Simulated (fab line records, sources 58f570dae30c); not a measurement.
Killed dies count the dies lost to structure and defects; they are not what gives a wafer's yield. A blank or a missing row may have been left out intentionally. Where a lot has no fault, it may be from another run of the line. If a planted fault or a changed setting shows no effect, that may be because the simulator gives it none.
Which tool did it? ; flow berkeley-cmos170 ; 7 lots, 21 wafers sampled, at 3 steps of a route of 331

== WHAT THE GAUGES SHOWED, per wafer ==
UCB170_M3_RS_MEAS_02: the measuring method here is four-point-probe.
lot;measured;on;M3_AL_RS (ohm/sq)
L904;day 9 21:01;film-metro-04;0.0319 0.0320 0.0316
L906;day 9 20:14;film-metro-04;0.0326 0.0323 0.0322
L907;day 10 08:43;film-metro-04;0.0323 0.0322 0.0323
L910;day 10 11:28;film-metro-01;0.0318 0.0317 0.0318
L909;day 11 02:38;film-metro-03;0.0316 0.0320 0.0320
L920;day 12 13:12;film-metro-01;0.0318 0.0317 0.0322
L921;day 13 11:11;film-metro-03;0.0319 0.0312 0.0314

== WHICH TOOL RAN EACH LOT (tool, then ch and the chambers of the sampled wafers, then the start) ==
lot;UCB170_ACTIVE_ETCH_15;UCB170_ACTIVE_STRIP_16
L904;rie-diel-04 ch 0,2,3, day 5 21:17;plasma-asher-01 ch 0,1, day 5 21:23
L906;rie-diel-01 ch 0,1,3, day 5 21:34;plasma-asher-01 ch 0,1, day 5 21:40
L907;rie-diel-03 ch 2,3, day 6 06:31;plasma-asher-04 ch 0,1, day 6 06:37
L910;rie-diel-04 ch 0,2,3, day 6 15:07;plasma-asher-04 ch 0,1, day 6 15:13
L909;rie-diel-03 ch 0,2,3, day 7 00:24;plasma-asher-01 ch 0,1, day 7 00:30
L920;rie-diel-03 ch 0,2,3, day 8 12:25;plasma-asher-01 ch 0,1, day 8 12:34
L921;rie-diel-01 ch 0,1, day 9 06:33;plasma-asher-03 ch 0,1, day 9 06:39
- UCB170_ACTIVE_ETCH_15: etches Si3N4 in CH3F/Ar/O2, stops on SiO2, target depth 242 nm, time 151 s.
- UCB170_ACTIVE_STRIP_16: strips in O2.

== THE ANSWER, worked out from the rows above alone ==
Rule: the lots themselves supply what counts as usual. The widest of any qualifying gaps counts: lots, ordered by their means at a reading, are off when they make up no more than a third of the lots, leave a main group of 4 or more, and stand apart from it by 3 or more times the standard deviation of that group's means. Not used: any main group whose means are identical at the precision the tables above print for the reading. Also off: a lot with no number at a reading for which 4 or more lots have one. Any other lot the step has rows for is counted as sound.
Nothing can be told from this: no lot is off at any reading shown.

== WHAT HAD BEEN PUT IN BY THE SIMULATOR ==
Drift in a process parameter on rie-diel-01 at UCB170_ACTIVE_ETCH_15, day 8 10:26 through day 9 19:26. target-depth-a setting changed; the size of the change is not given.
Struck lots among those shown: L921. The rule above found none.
